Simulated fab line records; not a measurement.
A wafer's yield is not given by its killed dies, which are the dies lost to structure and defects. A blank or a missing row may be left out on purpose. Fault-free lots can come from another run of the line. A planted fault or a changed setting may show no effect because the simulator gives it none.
Split-lot trial || flow rit_cmos || 5 lots, 23 wafers read, on a route of 202 steps

## ON THE SPLIT
At RIT_ACTIVE_EXPOSE_08 (exposes mask M1, target cd 1400 nm), the setting dose_mj was moved away from the recipe's 225 on 7 of the 23 wafers read, by -4.5% to +5.9%. The other wafers ran this setting at the recipe's value.

## FROM THE SPLIT TO THE READING: what the file shows between them, 5 steps
- RIT_ACTIVE_PEB_09
- RIT_ACTIVE_DEVELOP_10: develop time 50 s
- RIT_ACTIVE_CD_MEAS_11: target cd 1400 nm
- RIT_ACTIVE_ETCH_13: etches Si3N4 in SF6, stops on SiO2, time 210 s, target depth 210 nm (also split here: rf_w)
- RIT_ACTIVE_STRIP_14: strips in O2, time 180 s

## THE READING
At RIT_ACTIVE_CD_MEAS_90: cd_nm in nanometres, against a target cd of 1400 nm. A value of 1400 nm with a standard deviation of 3 nm is what fault-free wafers of this fab line usually give.

{"wafer": "L074.2", "tool, chamber at the split": "iline_stepper-02, 0", "dose_mj as run": 225, "against the recipe": "recipe", "cd_nm, nm": 1397, "against lot-mates on the recipe": "-"}
{"wafer": "L074.3", "tool, chamber at the split": "iline_stepper-02, 0", "dose_mj as run": 225, "against the recipe": "recipe", "cd_nm, nm": 1400, "against lot-mates on the recipe": "-"}
{"wafer": "L074.4", "tool, chamber at the split": "iline_stepper-02, 0", "dose_mj as run": 225, "against the recipe": "recipe", "cd_nm, nm": 1399, "against lot-mates on the recipe": "-"}
{"wafer": "L074.5", "tool, chamber at the split": "iline_stepper-02, 0", "dose_mj as run": 225, "against the recipe": "recipe", "cd_nm, nm": 1397, "against lot-mates on the recipe": "-"}
{"wafer": "L074.6", "tool, chamber at the split": "iline_stepper-02, 0", "dose_mj as run": 225, "against the recipe": "recipe", "cd_nm, nm": 1398, "against lot-mates on the recipe": "-"}
{"wafer": "L075.1", "tool, chamber at the split": "iline_stepper-02, 0", "dose_mj as run": 225, "against the recipe": "recipe", "cd_nm, nm": 1401, "against lot-mates on the recipe": "-"}
{"wafer": "L075.2", "tool, chamber at the split": "iline_stepper-02, 0", "dose_mj as run": 214.8, "against the recipe": "-4.5%", "cd_nm, nm": 1416, "against lot-mates on the recipe": "+13"}
{"wafer": "L075.3", "tool, chamber at the split": "iline_stepper-02, 0", "dose_mj as run": 225, "against the recipe": "recipe", "cd_nm, nm": 1404, "against lot-mates on the recipe": "-"}
{"wafer": "L075.4", "tool, chamber at the split": "iline_stepper-02, 0", "dose_mj as run": 214.8, "against the recipe": "-4.5%", "cd_nm, nm": 1418, "against lot-mates on the recipe": "+15"}
{"wafer": "L075.6", "tool, chamber at the split": "iline_stepper-02, 0", "dose_mj as run": 225, "against the recipe": "recipe", "cd_nm, nm": 1404, "against lot-mates on the recipe": "-"}
{"wafer": "L081.1", "tool, chamber at the split": "iline_stepper-02, 0", "dose_mj as run": 225, "against the recipe": "recipe", "cd_nm, nm": 1400, "against lot-mates on the recipe": "-"}
{"wafer": "L081.2", "tool, chamber at the split": "iline_stepper-02, 0", "dose_mj as run": 225, "against the recipe": "recipe", "cd_nm, nm": 1399, "against lot-mates on the recipe": "-"}
{"wafer": "L081.6", "tool, chamber at the split": "iline_stepper-02, 0", "dose_mj as run": 225, "against the recipe": "recipe", "cd_nm, nm": 1399, "against lot-mates on the recipe": "-"}
{"wafer": "L082.1", "tool, chamber at the split": "iline_stepper-02, 0", "dose_mj as run": 237.3, "against the recipe": "+5.5%", "cd_nm, nm": 1385, "against lot-mates on the recipe": -14}
{"wafer": "L082.2", "tool, chamber at the split": "iline_stepper-02, 0", "dose_mj as run": 225, "against the recipe": "recipe", "cd_nm, nm": 1399, "against lot-mates on the recipe": "-"}
{"wafer": "L082.3", "tool, chamber at the split": "iline_stepper-02, 0", "dose_mj as run": 237.3, "against the recipe": "+5.5%", "cd_nm, nm": 1385, "against lot-mates on the recipe": -14}
{"wafer": "L082.4", "tool, chamber at the split": "iline_stepper-02, 0", "dose_mj as run": 237.3, "against the recipe": "+5.5%", "cd_nm, nm": 1383, "against lot-mates on the recipe": -16}
{"wafer": "L082.6", "tool, chamber at the split": "iline_stepper-02, 0", "dose_mj as run": 225, "against the recipe": "recipe", "cd_nm, nm": 1399, "against lot-mates on the recipe": "-"}
{"wafer": "L084.1", "tool, chamber at the split": "iline_stepper-01, 0", "dose_mj as run": 238.2, "against the recipe": "+5.9%", "cd_nm, nm": 1389, "against lot-mates on the recipe": -14}
{"wafer": "L084.2", "tool, chamber at the split": "iline_stepper-01, 0", "dose_mj as run": 225, "against the recipe": "recipe", "cd_nm, nm": 1402, "against lot-mates on the recipe": "-"}
{"wafer": "L084.4", "tool, chamber at the split": "iline_stepper-01, 0", "dose_mj as run": 225, "against the recipe": "recipe", "cd_nm, nm": 1405, "against lot-mates on the recipe": "-"}
{"wafer": "L084.5", "tool, chamber at the split": "iline_stepper-01, 0", "dose_mj as run": 225, "against the recipe": "recipe", "cd_nm, nm": 1403, "against lot-mates on the recipe": "-"}
{"wafer": "L084.6", "tool, chamber at the split": "iline_stepper-01, 0", "dose_mj as run": 238.2, "against the recipe": "+5.9%", "cd_nm, nm": 1387, "against lot-mates on the recipe": -16}

FIT RESULTS
A straight line over all 23 wafers: cd_nm changes by -2.86 nm for each +1% of dose_mj; r = -0.95; the points scatter about the line by 2.8 nm.
The same after taking each lot's own level away (the mean of its wafers on the recipe; 23 wafers): -2.77 nm for each +1%; r = -0.99; scatter 1.2 nm.
On that fit, the largest move of dose_mj shifts the reading by 16 nm.
The lots' own levels span 1398.2 to 1403.3 nm, that is 1.7 times the standard deviation above.
So the lot-to-lot level changes the slope little: the two slopes agree.
Check: with one of the wafers moved furthest among these (+5.9%) left out of the fit, the line predicts -16.3 nm for it against its lot-mates. It came out at -14.3 nm against them.

## THE OTHER SPLITS THESE WAFERS WENT THROUGH
Note: prior to the reading, these wafers also went through further splits. Each is held against what the fit with the lots' levels taken away leaves over:
{"other split on the same wafers": "RIT_ACTIVE_CVD_03 sih2cl2_flow_sccm", "wafers away from the commonest value": 15, "r with cd_nm (lot level and that fit taken away)": "+0.05"}
{"other split on the same wafers": "RIT_ACTIVE_ETCH_13 rf_w", "wafers away from the commonest value": 9, "r with cd_nm (lot level and that fit taken away)": -0.05}

## THE WHOLE CHAIN: every reading that the file lists as answering this split, in the file's order
{"step": "RIT_ACTIVE_CD_MEAS_11", "what it does": "target cd 1400 nm", "reading": "cd_nm", "change (the file's fit)": "-2.78 nm for each +1% of the setting", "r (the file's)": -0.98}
{"step": "RIT_ACTIVE_ETCH_13", "what it does": "etches Si3N4 in SF6, stops on SiO2, time 210 s, target depth 210 nm", "reading": "ACTIVE.cd_nm (the simulator's own value, which no gauge read)", "change (the file's fit)": "-2.8 nm for each +1% of the setting", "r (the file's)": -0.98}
{"step": "RIT_ACTIVE_CD_MEAS_90", "what it does": "target cd 1400 nm", "reading": "cd_nm", "change (the file's fit)": "-2.79 nm for each +1% of the setting", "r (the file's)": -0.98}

## FILE'S OWN FIT
cd_nm changes by -2.79 nm for each +1% of dose_mj, r = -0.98.
